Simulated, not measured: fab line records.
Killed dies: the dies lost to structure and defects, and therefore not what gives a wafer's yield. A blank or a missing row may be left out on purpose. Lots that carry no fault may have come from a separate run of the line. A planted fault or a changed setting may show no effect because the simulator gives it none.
fab line records -- flow berkeley-cmos170
record: lots: 5, wafers: 23
route steps=331 shown NLDD@167 NSD@191 BACKSIDE@202 SDANNEAL@204 CONTACT@220 M1@244 V1@256
start-h: hours from the record's opening day to when the first of the lot's shown wafers began -- wait-h: hours from the lot's prior step to this one -- " repeats the value in the row above -- L1.1+2: one row covering several wafers at once -- - no value, or no start given -- * or withheld: withheld -- < > ~ a bound
route shown NAME@n: a module of which the file shows steps, and the number in the route of the first -- usual: mean/standard deviation taken from wafers without a fault -- same: alike in all rows -- chamber/n: place in a boat -- sites: readings site by site -- _std_site: how widely they spread, as a standard deviation -- _edge_site: the outer-site mean with the inner-site mean subtracted -- radius-mm: for every site, how far away it sits from the centre of the wafer -- mask NAME#n: copy n -- behind: the last tool/chamber to shape the wafer -- hold: the reason the lot was held/the length of the hold in hours/how it ended -- device: transistor that didn't switch, given as n, p or np -- end of line: tests of these same wafers at the route's end -- a step given without rows: its recipe and nothing more -- killed: the dies lost at the first sort to structure and to defects; this is not the yield of the wafer -- map: a wafer's dies, marking killed ones x, the rest . and places with no die _
set.NAME: the setting the step ran with; set.NAME@STEP: the setting that earlier step ran with -- model.NAME: the simulator's own value behind a step, which no gauge read
lots where settings were altered on purpose, with a table for each step and a row for each wafer
== steps ==
step: UCB170_NLDD_IMPLANT_09
recipe: species: As, dose-cm2: 5e+13, energy-kev: 30, tilt-deg: 7, rotation-deg: 180
lot.wafer,tool,chamber,start-h,wait-h,set.dose-cm2
L077.2+3+5,implanter-02,0,178.33,0.1,5e+13
L081.1+2+4+5+6,implanter-03,0,199.68,0.1,5e+13
L083.1+2+3+4+5,implanter-01,0,212.11,0.1,5e+13
L084.1+5,implanter-01,0,212.66,0.1,5.305e+13
L084.3+4+6,implanter-01,0,212.66,0.1,5e+13
L082.1+2+4,implanter-02,0,213.15,0.1,5.25e+13
L082.3+5,implanter-02,0,213.15,0.1,5e+13
step: UCB170_NSD_PEB_04
recipe: peb-temp-c: 130, peb-time-s: withheld, resist: KrF
lot.wafer,tool,chamber,start-h,wait-h,set.peb-temp-c
L077.2+3+5,litho-track-04,0,188.60,0.3,130
L081.1+5+6,litho-track-02,0,207.67,0.1,130
L081.2+4,litho-track-02,0,207.67,0.1,131.9
L083.1+4,litho-track-01,0,220.72,0.1,131.8
L083.2+3+5,litho-track-01,0,220.72,0.1,130
L084.1+3+4+5+6,litho-track-01,0,221.50,0.1,130
L082.1+3+4,litho-track-04,0,221.65,0.1,128.8
L082.2+5,litho-track-04,0,221.65,0.1,130
step: UCB170_NSD_DEVELOP_05
recipe: developer: TMAH, develop-time-s: 45, resist: KrF, dev-temp-c: 21
step: UCB170_NSD_CD_MEAS_06
recipe: target-cd-nm: 1200
usual: cd-nm: 1199.7/0.97
lot.wafer,tool,chamber,start-h,wait-h,set.peb-temp-c@NSD_PEB_04,cd-nm
L077.2,cd-sem-01,-,188.87,-,130,1198.9
L077.3,cd-sem-01,-,188.87,-,130,1198.3
L077.5,cd-sem-01,-,188.87,-,130,1199.0
L081.1,cd-sem-01,-,207.95,-,130,1198.7
L081.2,cd-sem-01,-,207.95,-,131.9,1212.4
L081.4,cd-sem-01,-,207.95,-,131.9,1211.1
L081.5,cd-sem-01,-,207.95,-,130,1199.1
L081.6,cd-sem-01,-,207.95,-,130,1200.3
L083.1,cd-sem-01,-,220.99,-,131.8,1211.1
L083.2,cd-sem-01,-,220.99,-,130,1200.4
L083.3,cd-sem-01,-,220.99,-,130,1201.2
L083.4,cd-sem-01,-,220.99,-,131.8,1211.8
L083.5,cd-sem-01,-,220.99,-,130,1199.4
L084.1,cd-sem-02,-,221.77,-,130,1200.1
L084.3,cd-sem-02,-,221.77,-,130,1200.7
L084.4,cd-sem-02,-,221.77,-,130,1200.7
L084.5,cd-sem-02,-,221.77,-,130,1199.1
L084.6,cd-sem-02,-,221.77,-,130,1199.9
L082.1,cd-sem-02,-,221.93,-,128.8,1190.4
L082.2,cd-sem-02,-,221.93,-,130,1200.2
L082.3,cd-sem-02,-,221.93,-,128.8,1190.7
L082.4,cd-sem-02,-,221.93,-,128.8,1191.8
L082.5,cd-sem-02,-,221.93,-,130,1199.0
step: UCB170_BACKSIDE_STRIP_03
recipe: chemistry: O2, power-w: 400, pressure-mtorr: 3500, platen-temp-c: withheld, o2-flow-sccm: 400, overash-fraction: 0.5
usual: oes-product-au: 0.734/0.0042, strip-time-to-endpoint-s: 21.96/0.065
lot.wafer,tool,chamber,start-h,wait-h,set.power-w,oes-product-au,strip-time-to-endpoint-s
L077.2,plasma-asher-01,1,190.58,0.1,400,0.743,22.09
L077.3,plasma-asher-01,1,190.58,0.1,400,0.734,22.13
L077.5,plasma-asher-01,1,190.58,0.1,400,0.735,21.97
L081.1,plasma-asher-02,0,209.66,0.1,400,0.734,21.88
L081.2,plasma-asher-02,1,209.66,0.1,400,0.737,21.89
L081.4,plasma-asher-02,1,209.66,0.1,385.7,0.715,22.53
L081.5,plasma-asher-02,0,209.66,0.1,385.7,0.722,22.47
L081.6,plasma-asher-02,1,209.66,0.1,385.7,0.722,22.51
L083.1,plasma-asher-04,0,222.08,0.1,420.7,0.751,21.19
L083.2,plasma-asher-04,1,222.08,0.1,420.7,0.751,21.17
L083.3,plasma-asher-04,0,222.08,0.1,400,0.741,22.03
L083.4,plasma-asher-04,1,222.08,0.1,420.7,0.751,21.21
L083.5,plasma-asher-04,0,222.08,0.1,400,0.737,22.00
L084.1,plasma-asher-04,0,222.92,0.1,442.2,0.775,20.37
L084.3,plasma-asher-04,1,222.92,0.1,442.2,0.774,20.37
L084.4,plasma-asher-04,0,222.92,0.1,400,0.734,22.00
L084.5,plasma-asher-04,1,222.92,0.1,442.2,0.777,20.36
L084.6,plasma-asher-04,0,222.92,0.1,400,0.731,22.01
L082.1,plasma-asher-01,1,223.08,0.1,400,0.735,21.86
L082.2,plasma-asher-01,0,223.08,0.1,400,0.734,21.95
L082.3,plasma-asher-01,0,223.08,0.1,400,0.728,21.94
L082.4,plasma-asher-01,1,223.08,0.1,400,0.731,21.94
L082.5,plasma-asher-01,1,223.08,0.1,400,0.734,21.92
step: UCB170_BACKSIDE_CLEAN_04
recipe: chemistry: SPM, temp-c: 120, time-s: 600
step: UCB170_SDANNEAL_RTA_00
recipe: temp-c: 900, time-s: 10, ambient: N2
step: UCB170_SDANNEAL_RS_MEAS_05
recipe: thk-meas-gauge: four-point-probe
usual: NLDD_RS: 616.2/1.4
lot.wafer,tool,chamber,start-h,wait-h,set.dose-cm2@NLDD_IMPLANT_09,NLDD_RS[ohm/sq]
L077.2,film-metro-02,-,191.36,0.1,5e+13,617.2
L077.3,film-metro-02,-,191.36,0.1,5e+13,615.4
L077.5,film-metro-02,-,191.36,0.1,5e+13,616.6
L081.1,film-metro-03,-,210.42,0.1,5e+13,615.0
L081.2,film-metro-03,-,210.42,0.1,5e+13,614.2
L081.4,film-metro-03,-,210.42,0.1,5e+13,615.9
L081.5,film-metro-03,-,210.42,0.1,5e+13,615.1
L081.6,film-metro-03,-,210.42,0.1,5e+13,615.6
L083.1,film-metro-02,-,222.84,0.1,5e+13,616.9
L083.2,film-metro-02,-,222.84,0.1,5e+13,616.8
L083.3,film-metro-02,-,222.84,0.1,5e+13,618.0
L083.4,film-metro-02,-,222.84,0.1,5e+13,617.1
L083.5,film-metro-02,-,222.84,0.1,5e+13,617.7
L084.1,film-metro-02,-,223.86,0.1,5.305e+13,605.4
L084.3,film-metro-02,-,223.86,0.1,5e+13,616.9
L084.4,film-metro-02,-,223.86,0.1,5e+13,617.5
L084.5,film-metro-02,-,223.86,0.1,5.305e+13,605.9
L084.6,film-metro-02,-,223.86,0.1,5e+13,618.7
L082.1,film-metro-01,-,223.91,0.1,5.25e+13,606.7
L082.2,film-metro-01,-,223.91,0.1,5.25e+13,607.7
L082.3,film-metro-01,-,223.91,0.1,5e+13,616.4
L082.4,film-metro-01,-,223.91,0.1,5.25e+13,606.7
L082.5,film-metro-01,-,223.91,0.1,5e+13,617.6
step: UCB170_CONTACT_COAT_04
recipe: resist: KrF, spin-rpm: 1500, resist-thk-nm: 900
lot.wafer,tool,chamber,start-h,wait-h,set.spin-rpm,model.KrF_of_CONTACT_COAT_04.thk-nm
L077.2,litho-track-02,0,194.76,0.1,1500,900.9
L077.3,litho-track-02,0,194.76,0.1,1500,901.9
L077.5,litho-track-02,0,194.76,0.1,1500,899.9
L081.1,litho-track-02,0,213.98,0.1,1500,898.2
L081.2,litho-track-02,0,213.98,0.1,1500,901
L081.4,litho-track-02,0,213.98,0.1,1500,895.3
L081.5,litho-track-02,0,213.98,0.1,1500,898.8
L081.6,litho-track-02,0,213.98,0.1,1500,897.7
L083.1,litho-track-03,0,225.81,0.1,1607,872.3
L083.2,litho-track-03,0,225.81,0.1,1500,904
L083.3,litho-track-03,0,225.81,0.1,1607,872
L083.4,litho-track-03,0,225.81,0.1,1500,901.4
L083.5,litho-track-03,0,225.81,0.1,1607,872.4
L082.1,litho-track-01,0,227.98,0.1,1548,886.6
L082.2,litho-track-01,0,227.98,0.1,1500,898.6
L082.3,litho-track-01,0,227.98,0.1,1500,899
L082.4,litho-track-01,0,227.98,0.1,1548,886
L082.5,litho-track-01,0,227.98,0.1,1500,897.8
L084.1,litho-track-03,0,228.16,0.1,1500,895.9
L084.3,litho-track-03,0,228.16,0.1,1402,928.4
L084.4,litho-track-03,0,228.16,0.1,1500,896.2
L084.5,litho-track-03,0,228.16,0.1,1402,931.7
L084.6,litho-track-03,0,228.16,0.1,1402,932.4
step: UCB170_CONTACT_SOFTBAKE_05
recipe: resist: KrF, temp-c: 130, time-s: 60
step: UCB170_CONTACT_STRIP_06
recipe: chemistry: O2, power-w: 400, pressure-mtorr: 3500, platen-temp-c: withheld, o2-flow-sccm: 400, overash-fraction: 0.5
usual: strip-time-to-endpoint-s: 21.96/0.048
lot.wafer,tool,chamber,start-h,wait-h,set.spin-rpm@CONTACT_COAT_04,strip-time-to-endpoint-s
L077.2,plasma-asher-03,0,195.03,0.1,1500,21.99
L077.3,plasma-asher-03,1,195.03,0.1,1500,22.02
L077.5,plasma-asher-03,0,195.03,0.1,1500,21.96
L081.1,plasma-asher-03,0,214.28,0.1,1500,21.93
L081.2,plasma-asher-03,1,214.28,0.1,1500,21.99
L081.4,plasma-asher-03,1,214.28,0.1,1500,21.85
L081.5,plasma-asher-03,1,214.28,0.1,1500,21.93
L081.6,plasma-asher-03,0,214.28,0.1,1500,21.91
L083.1,plasma-asher-04,1,226.11,0.1,1607,21.31
L083.2,plasma-asher-04,0,226.11,0.1,1500,22.07
L083.3,plasma-asher-04,1,226.11,0.1,1607,21.29
L083.4,plasma-asher-04,0,226.11,0.1,1500,22.01
L083.5,plasma-asher-04,0,226.11,0.1,1607,21.30
L082.1,plasma-asher-03,1,228.28,0.1,1548,21.66
L082.2,plasma-asher-03,0,228.28,0.1,1500,21.94
L082.3,plasma-asher-03,0,228.28,0.1,1500,21.94
L082.4,plasma-asher-03,1,228.28,0.1,1548,21.62
L082.5,plasma-asher-03,0,228.28,0.1,1500,21.93
L084.1,plasma-asher-04,1,228.46,0.1,1500,21.87
L084.3,plasma-asher-04,1,228.46,0.1,1402,22.64
L084.4,plasma-asher-04,0,228.46,0.1,1500,21.86
L084.5,plasma-asher-04,0,228.46,0.1,1402,22.73
L084.6,plasma-asher-04,1,228.46,0.1,1402,22.74
step: UCB170_M1_EXPOSE_06
recipe: mask-id: METAL1, target-cd-nm: 700, na: 0.5, sigma-outer: 0.6, source-shape: conventional, dose-mj: 21
lot.wafer,tool,chamber,start-h,wait-h,mask,set.dose-mj
L077.2+3+5,krf-scanner-02,0,198.80,-,METAL1#0,21
L081.1+4+5,krf-scanner-01,0,217.10,-,METAL1#0,21
L081.2+6,krf-scanner-01,0,217.10,-,METAL1#0,20.24
L083.1+5,krf-scanner-01,0,229.97,-,METAL1#0,21
L083.2+3+4,krf-scanner-01,0,229.97,-,METAL1#0,20.13
L082.1+5,krf-scanner-01,0,231.91,-,METAL1#0,21
L082.2+3+4,krf-scanner-01,0,231.91,-,METAL1#0,21.77
L084.1+3+4+5+6,krf-scanner-02,0,232.15,-,METAL1#0,21
step: UCB170_M1_PEB_07
recipe: peb-temp-c: 130, peb-time-s: withheld, resist: KrF
step: UCB170_M1_DEVELOP_08
recipe: developer: TMAH, develop-time-s: 45, resist: KrF, dev-temp-c: 21
step: UCB170_M1_CD_MEAS_09
recipe: target-cd-nm: 700
usual: cd-nm: 699.4/1.1
lot.wafer,tool,chamber,start-h,wait-h,set.dose-mj@M1_EXPOSE_06,cd-nm
L077.2,cd-sem-01,-,199.57,-,21,698.8
L077.3,cd-sem-01,-,199.57,-,21,699.4
L077.5,cd-sem-01,-,199.57,-,21,698.9
L081.1,cd-sem-02,-,217.50,-,21,701.0
L081.2,cd-sem-02,-,217.50,-,20.24,709.1
L081.4,cd-sem-02,-,217.50,-,21,701.2
L081.5,cd-sem-02,-,217.50,-,21,699.9
L081.6,cd-sem-02,-,217.50,-,20.24,706.7
L083.1,cd-sem-02,-,230.37,-,21,700.0
L083.2,cd-sem-02,-,230.37,-,20.13,707.5
L083.3,cd-sem-02,-,230.37,-,20.13,707.1
L083.4,cd-sem-02,-,230.37,-,20.13,707.4
L083.5,cd-sem-02,-,230.37,-,21,700.5
L082.1,cd-sem-02,-,232.30,-,21,699.9
L082.2,cd-sem-02,-,232.30,-,21.77,694.1
L082.3,cd-sem-02,-,232.30,-,21.77,693.9
L082.4,cd-sem-02,-,232.30,-,21.77,694.6
L082.5,cd-sem-02,-,232.30,-,21,700.8
L084.1,cd-sem-02,-,232.54,-,21,699.2
L084.3,cd-sem-02,-,232.54,-,21,698.1
L084.4,cd-sem-02,-,232.54,-,21,697.9
L084.5,cd-sem-02,-,232.54,-,21,697.9
L084.6,cd-sem-02,-,232.54,-,21,698.6
step: UCB170_M1_ETCH_11
recipe: chemistry: N2/H2, target-depth-a: withheld, overetch-a: withheld, target: BARC, time-s: withheld, source-w: 500, bias-w: 100, pressure-mtorr: 30, n2-flow-sccm: 100, h2-flow-sccm: 200
lot.wafer,tool,chamber,start-h,wait-h,set.dose-mj@M1_EXPOSE_06,model.M1.cd-nm
L077.2,rie-diel-01,3,199.72,0.0,21,699
L077.3,rie-diel-01,2,199.72,0.0,21,699.1
L077.5,rie-diel-01,2,199.72,0.0,21,698.8
L081.1+4,rie-diel-03,"3,0",217.65,0.0,21,701.4
L081.2,rie-diel-03,2,217.65,0.0,20.24,708.4
L081.5,rie-diel-03,1,217.65,0.0,21,699.5
L081.6,rie-diel-03,2,217.65,0.0,20.24,706.3
L083.1,rie-diel-01,1,230.52,0.0,21,700
L083.2,rie-diel-01,0,230.52,0.0,20.13,707.2
L083.3,rie-diel-01,3,230.52,0.0,20.13,706.1
L083.4,rie-diel-01,2,230.52,0.0,20.13,707.3
L083.5,rie-diel-01,0,230.52,0.0,21,699.9
L082.1,rie-diel-01,3,232.46,0.0,21,700.2
L082.2,rie-diel-01,1,232.46,0.0,21.77,694.6
L082.3+4,rie-diel-01,"2,0",232.46,0.0,21.77,694
L082.5,rie-diel-01,1,232.46,0.0,21,700.9
L084.1,rie-diel-04,1,232.70,0.0,21,699.3
L084.3,rie-diel-04,2,232.70,0.0,21,698.7
L084.4,rie-diel-04,2,232.70,0.0,21,697.8
L084.5,rie-diel-04,1,232.70,0.0,21,698.2
L084.6,rie-diel-04,0,232.70,0.0,21,698.4
step: UCB170_M1_METAL_ETCH_12
recipe: chemistry: Cl2/BCl3, target: Al, stop-on: PSG, pressure-mtorr: 12, target-depth-a: 7800, over-etch-frac: 0.3, time-s: 130, icp-w: 600, bias-w: 120, Cl2_flow_sccm: 90, bcl3-flow-sccm: 45
lot.wafer,tool,chamber,start-h,wait-h,set.dose-mj@M1_EXPOSE_06,model.M1.cd-nm
L077.2,rie-metal-03,0,199.77,-,21,699.5
L077.3,rie-metal-03,0,199.77,-,21,699
L077.5,rie-metal-03,1,199.77,-,21,697.1
L081.1,rie-metal-02,0,217.69,-,21,701.5
L081.2+6,rie-metal-02,"1,0",217.69,-,20.24,707.4
L081.4,rie-metal-02,0,217.69,-,21,700.9
L081.5,rie-metal-02,1,217.69,-,21,698.5
L083.1,rie-metal-01,1,230.56,-,21,699.6
L083.2,rie-metal-01,1,230.56,-,20.13,707.3
L083.3,rie-metal-01,1,230.56,-,20.13,706
L083.4,rie-metal-01,1,230.56,-,20.13,706.8
L083.5,rie-metal-01,1,230.56,-,21,698.1
L082.1,rie-metal-02,1,232.50,-,21,700.6
L082.2,rie-metal-02,0,232.50,-,21.77,694
L082.3,rie-metal-02,0,232.50,-,21.77,693.6
L082.4,rie-metal-02,1,232.50,-,21.77,693.4
L082.5,rie-metal-02,0,232.50,-,21,701.5
L084.1,rie-metal-03,0,232.74,-,21,701.1
L084.3,rie-metal-03,0,232.74,-,21,701.3
L084.4,rie-metal-03,0,232.74,-,21,700.2
L084.5,rie-metal-03,0,232.74,-,21,701.9
L084.6,rie-metal-03,0,232.74,-,21,700.4
step: UCB170_M1_STRIP_13
recipe: chemistry: O2, power-w: 400, pressure-mtorr: 3500, platen-temp-c: withheld, o2-flow-sccm: 400, overash-fraction: 0.5
step: UCB170_M1_CD_MEAS_90
recipe: target-cd-nm: 700
usual: cd-nm: 699.4/2
lot.wafer,tool,chamber,start-h,wait-h,set.dose-mj@M1_EXPOSE_06,cd-nm
L077.2,cd-sem-01,-,200.09,0.2,21,699.7
L077.3,cd-sem-01,-,200.09,0.2,21,698.6
L077.5,cd-sem-01,-,200.09,0.2,21,697.1
L081.1,cd-sem-02,-,217.94,0.1,21,701.4
L081.2,cd-sem-02,-,217.94,0.1,20.24,707.4
L081.4,cd-sem-02,-,217.94,0.1,21,701.0
L081.5,cd-sem-02,-,217.94,0.1,21,698.6
L081.6,cd-sem-02,-,217.94,0.1,20.24,707.5
L083.1,cd-sem-01,-,230.93,0.1,21,699.7
L083.2,cd-sem-01,-,230.93,0.1,20.13,707.3
L083.3,cd-sem-01,-,230.93,0.1,20.13,706.1
L083.4,cd-sem-01,-,230.93,0.1,20.13,706.8
L083.5,cd-sem-01,-,230.93,0.1,21,697.9
L082.1,cd-sem-02,-,232.73,0.1,21,700.6
L082.2,cd-sem-02,-,232.73,0.1,21.77,693.9
L082.3,cd-sem-02,-,232.73,0.1,21.77,693.7
L082.4,cd-sem-02,-,232.73,0.1,21.77,693.6
L082.5,cd-sem-02,-,232.73,0.1,21,701.4
L084.1,cd-sem-01,-,233.11,0.1,21,700.9
L084.3,cd-sem-01,-,233.11,0.1,21,700.9
L084.4,cd-sem-01,-,233.11,0.1,21,700.4
L084.5,cd-sem-01,-,233.11,0.1,21,701.8
L084.6,cd-sem-01,-,233.11,0.1,21,700.3
step: UCB170_V1_CMP_02
recipe: material: SiO2, down-force-psi: 6, platen-rpm: 60, pad-velocity-m-s: 0.75398
lot.wafer,tool,chamber,start-h,wait-h,set.leave-above-ref-nm,model.SiO2_of_V1_CVD_00.thk-nm
L077.3+5,cmp-02,3,201.78,0.1,1000,1001
L077.2,cmp-02,1,201.78,0.1,1000,999.6
L081.4,cmp-02,0,220.82,0.0,962.6,962.3
L081.2,cmp-02,1,220.82,0.0,1000,999.9
L081.1,cmp-02,2,220.82,0.0,962.6,962.9
L081.5,cmp-02,0,220.82,0.0,1000,999.7
L081.6,cmp-02,1,220.82,0.0,962.6,963.1
L083.1+3,cmp-01,"1,3",232.60,0.1,1040,1042
L083.4,cmp-01,2,232.60,0.1,1040,1043
L083.2+5,cmp-01,"0,1",232.60,0.1,1000,1001
L084.1,cmp-02,0,235.36,0.1,1000,998.6
L084.3,cmp-02,1,235.36,0.1,1000,998.9
L084.4+6,cmp-02,"2,3",235.36,0.1,965.3,965.4
L084.5,cmp-02,0,235.36,0.1,965.3,964.6
L082.2,cmp-01,3,235.57,0.3,1000,1000
L082.1,cmp-01,0,235.57,0.3,1000,1001
L082.3,cmp-01,1,235.57,0.3,1054,1055
L082.4,cmp-01,2,235.57,0.3,1054,1054
L082.5,cmp-01,0,235.57,0.3,1000,999.8
step: UCB170_V1_THK_MEAS_04
recipe: reads: SiO2_of_V1_CVD_00
usual: V1_POLISHED_THK: 1000.9/0.95
lot.wafer,tool,chamber,start-h,wait-h,set.leave-above-ref-nm@V1_CMP_02,V1_POLISHED_THK[nm]
L077.2,film-metro-04,-,202.16,0.1,1000,1000.1
L077.3,film-metro-04,-,202.16,0.1,1000,1001.5
L077.5,film-metro-04,-,202.16,0.1,1000,1001.7
L081.1,film-metro-02,-,221.24,0.1,962.6,962.6
L081.2,film-metro-02,-,221.24,0.1,1000,999.8
L081.4,film-metro-02,-,221.24,0.1,962.6,962.5
L081.5,film-metro-02,-,221.24,0.1,1000,999.6
L081.6,film-metro-02,-,221.24,0.1,962.6,963.6
L083.1,film-metro-03,-,233.02,0.1,1040,1041.6
L083.2,film-metro-03,-,233.02,0.1,1000,1000.5
L083.3,film-metro-03,-,233.02,0.1,1040,1042.8
L083.4,film-metro-03,-,233.02,0.1,1040,1043.1
L083.5,film-metro-03,-,233.02,0.1,1000,1002.0
L084.1,film-metro-02,-,235.73,0.1,1000,999.6
L084.3,film-metro-02,-,235.73,0.1,1000,997.8
L084.4,film-metro-02,-,235.73,0.1,965.3,965.5
L084.5,film-metro-02,-,235.73,0.1,965.3,964.2
L084.6,film-metro-02,-,235.73,0.1,965.3,966.1
L082.1,film-metro-03,-,235.99,0.1,1000,1001.3
L082.2,film-metro-03,-,235.99,0.1,1000,1000.6
L082.3,film-metro-03,-,235.99,0.1,1054,1054.9
L082.4,film-metro-03,-,235.99,0.1,1054,1054.7
L082.5,film-metro-03,-,235.99,0.1,1000,1000.1
step: UCB170_V1_COAT_07
recipe: resist: KrF, spin-rpm: 1500, resist-thk-nm: 900
lot.wafer,tool,chamber,start-h,wait-h,set.resist-thk-nm,model.KrF_of_V1_COAT_07.thk-nm
L077.2,litho-track-04,0,202.84,0.1,900,906.9
L077.3,litho-track-04,0,202.84,0.1,900,902.5
L077.5,litho-track-04,0,202.84,0.1,900,903.6
L081.1,litho-track-01,0,221.92,0.1,900,900.6
L081.2,litho-track-01,0,221.92,0.1,900,896.9
L081.4,litho-track-01,0,221.92,0.1,900,896.7
L081.5,litho-track-01,0,221.92,0.1,900,898.2
L081.6,litho-track-01,0,221.92,0.1,900,896.8
L083.1,litho-track-04,0,233.40,0.1,946.4,943.3
L083.2,litho-track-04,0,233.40,0.1,946.4,945.3
L083.3,litho-track-04,0,233.40,0.1,900,896.8
L083.4,litho-track-04,0,233.40,0.1,900,898.1
L083.5,litho-track-04,0,233.40,0.1,900,898.8
L084.1,litho-track-01,0,236.27,0.1,900,898.8
L084.3,litho-track-01,0,236.27,0.1,900,899.3
L084.4,litho-track-01,0,236.27,0.1,868.6,864.6
L084.5,litho-track-01,0,236.27,0.1,868.6,866
L084.6,litho-track-01,0,236.27,0.1,900,898.2
L082.1,litho-track-02,0,236.52,0.1,900,898.7
L082.2,litho-track-02,0,236.52,0.1,900,899.8
L082.3,litho-track-02,0,236.52,0.1,900,901.3
L082.4,litho-track-02,0,236.52,0.1,928.6,926.9
L082.5,litho-track-02,0,236.52,0.1,928.6,932.9
step: UCB170_V1_ETCH_14
recipe: chemistry: CHF3/CF4/Ar, target: SiO2, stop-on: Al, CHF3_flow_sccm: 45, cf4-flow-sccm: 15, Ar_flow_sccm: 150, pressure-mtorr: 200, rf-w: 700, target-depth-a: 12500, over-etch-frac: 0.25, time-s: 291
usual: oes-product-au: 0.862/0.011
lot.wafer,tool,chamber,start-h,wait-h,set.rf-w,set.leave-above-ref-nm@V1_CMP_02,oes-product-au,model.V1.feature-depth-nm,model.etch.depth-nm
L077.2,rie-diel-02,2,203.77,0.0,700,1000,0.861,999.6,999.6
L077.3,rie-diel-02,1,203.77,0.0,700,1000,0.864,1001,1001
L077.5,rie-diel-02,1,203.77,0.0,700,1000,0.873,1001,1001
L081.1,rie-diel-02,2,222.77,0.0,778.1,962.6,0.845,964.7,962.9
L081.2,rie-diel-02,0,222.77,0.0,700,1000,0.877,1000,999.9
L081.4,rie-diel-02,3,222.77,0.0,700,962.6,0.837,962.3,962.3
L081.5,rie-diel-02,3,222.77,0.0,778.1,1000,0.860,1001,999.7
L081.6,rie-diel-02,2,222.77,0.0,700,962.6,0.844,963.1,963.1
L083.1,rie-diel-03,1,234.25,0.0,733.7,1040,0.898,1042,1042
L083.2,rie-diel-03,0,234.25,0.0,733.7,1000,0.859,1002,1001
L083.3,rie-diel-03,2,234.25,0.0,700,1040,0.883,1042,1042
L083.4,rie-diel-03,1,234.25,0.0,733.7,1040,0.901,1043,1043
L083.5,rie-diel-03,0,234.25,0.0,700,1000,0.864,1001,1001
L084.1,rie-diel-01,0,237.52,0.0,700,1000,0.849,998.6,998.6
L084.3,rie-diel-01,1,237.52,0.0,700,1000,0.840,998.9,998.9
L084.4,rie-diel-01,1,237.52,0.0,700,965.3,0.827,965.4,965.4
L084.5,rie-diel-01,0,237.52,0.0,700,965.3,0.838,964.6,964.6
L084.6,rie-diel-01,2,237.52,0.0,700,965.3,0.840,965.4,965.4
L082.1,rie-diel-02,0,237.60,0.0,700,1000,0.869,1001,1001
L082.2,rie-diel-02,3,237.60,0.0,700,1000,0.859,1000,1000
L082.3,rie-diel-02,2,237.60,0.0,700,1054,0.893,1055,1055
L082.4,rie-diel-02,1,237.60,0.0,700,1054,0.902,1054,1054
L082.5,rie-diel-02,2,237.60,0.0,700,1000,0.874,999.8,999.8
step: UCB170_V1_STRIP_15
recipe: chemistry: O2, power-w: 400, pressure-mtorr: 3500, platen-temp-c: withheld, o2-flow-sccm: 400, overash-fraction: 0.5
usual: strip-time-to-endpoint-s: 15.32/0.1
lot.wafer,tool,chamber,start-h,wait-h,set.resist-thk-nm@V1_COAT_07,strip-time-to-endpoint-s
L077.2,plasma-asher-04,1,203.95,0.1,900,15.54
L077.3,plasma-asher-04,0,203.95,0.1,900,15.47
L077.5,plasma-asher-04,0,203.95,0.1,900,15.51
L081.1,plasma-asher-03,0,222.95,0.1,900,14.85
L081.2,plasma-asher-03,1,222.95,0.1,900,15.17
L081.4,plasma-asher-03,0,222.95,0.1,900,15.22
L081.5,plasma-asher-03,0,222.95,0.1,900,14.99
L081.6,plasma-asher-03,1,222.95,0.1,900,15.17
L083.1,plasma-asher-03,0,234.43,0.1,946.4,16.13
L083.2,plasma-asher-03,1,234.43,0.1,946.4,16.30
L083.3,plasma-asher-03,0,234.43,0.1,900,15.14
L083.4,plasma-asher-03,1,234.43,0.1,900,15.13
L083.5,plasma-asher-03,1,234.43,0.1,900,15.36
L084.1,plasma-asher-04,0,237.70,0.1,900,15.32
L084.3,plasma-asher-04,0,237.70,0.1,900,15.32
L084.4,plasma-asher-04,1,237.70,0.1,868.6,14.49
L084.5,plasma-asher-04,0,237.70,0.1,868.6,14.54
L084.6,plasma-asher-04,1,237.70,0.1,900,15.27
L082.1,plasma-asher-03,1,237.78,0.1,900,15.23
L082.2,plasma-asher-03,0,237.78,0.1,900,15.46
L082.3,plasma-asher-03,1,237.78,0.1,900,15.32
L082.4,plasma-asher-03,0,237.78,0.1,928.6,16.00
L082.5,plasma-asher-03,0,237.78,0.1,928.6,16.09
== key ==
split: step: UCB170_NLDD_IMPLANT_09, setting: dose-cm2, stated: 5e+13, by: wafer
response: step: UCB170_SDANNEAL_RS_MEAS_05, reading: NLDD_RS, change: -1.99, per: 1%, r: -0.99
split: step: UCB170_NSD_PEB_04, setting: peb-temp-c, stated: 130, by: wafer
response: step: UCB170_NSD_CD_MEAS_06, reading: cd-nm, change: +8.44, per: 1%, r: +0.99
split: step: UCB170_BACKSIDE_STRIP_03, setting: power-w, stated: 400, by: wafer
response: step: UCB170_BACKSIDE_STRIP_03, reading: oes-product-au, change: +0.00378, per: 1%, r: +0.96
response: step: UCB170_BACKSIDE_STRIP_03, reading: strip-time-to-endpoint-s, change: *, per: 1%, r: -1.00
split: step: UCB170_CONTACT_COAT_04, setting: spin-rpm, stated: 1500, by: wafer
response: step: UCB170_CONTACT_COAT_04, reading: model.KrF_of_CONTACT_COAT_04.thk-nm, change: -4.66, per: 1%, r: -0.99
response: step: UCB170_CONTACT_STRIP_06, reading: strip-time-to-endpoint-s, change: *, per: 1%, r: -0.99
split: step: UCB170_M1_EXPOSE_06, setting: dose-mj, stated: 21, by: wafer
response: step: UCB170_M1_CD_MEAS_09, reading: cd-nm, change: -1.78, per: 1%, r: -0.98
response: step: UCB170_M1_ETCH_11, reading: model.M1.cd-nm, change: -1.74, per: 1%, r: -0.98
response: step: UCB170_M1_METAL_ETCH_12, reading: model.M1.cd-nm, change: -1.95, per: 1%, r: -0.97
response: step: UCB170_M1_CD_MEAS_90, reading: cd-nm, change: -1.95, per: 1%, r: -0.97
split: step: UCB170_V1_CMP_02, setting: leave-above-ref-nm, stated: 1000, by: wafer
response: step: UCB170_V1_CMP_02, reading: model.SiO2_of_V1_CVD_00.thk-nm, change: +9.99, per: 1%, r: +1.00
response: step: UCB170_V1_THK_MEAS_04, reading: V1_POLISHED_THK, change: +9.99, per: 1%, r: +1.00
response: step: UCB170_V1_ETCH_14, reading: oes-product-au, change: +0.00598, per: 1%, r: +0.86
response: step: UCB170_V1_ETCH_14, reading: model.V1.feature-depth-nm, change: +10, per: 1%, r: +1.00
response: step: UCB170_V1_ETCH_14, reading: model.etch.depth-nm, change: +9.99, per: 1%, r: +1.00
split: step: UCB170_V1_COAT_07, setting: resist-thk-nm, stated: 900, by: wafer
response: step: UCB170_V1_COAT_07, reading: model.KrF_of_V1_COAT_07.thk-nm, change: +9.24, per: 1%, r: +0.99
response: step: UCB170_V1_STRIP_15, reading: strip-time-to-endpoint-s, change: *, per: 1%, r: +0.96
split: step: UCB170_V1_ETCH_14, setting: rf-w, stated: 700, by: wafer
response none clear
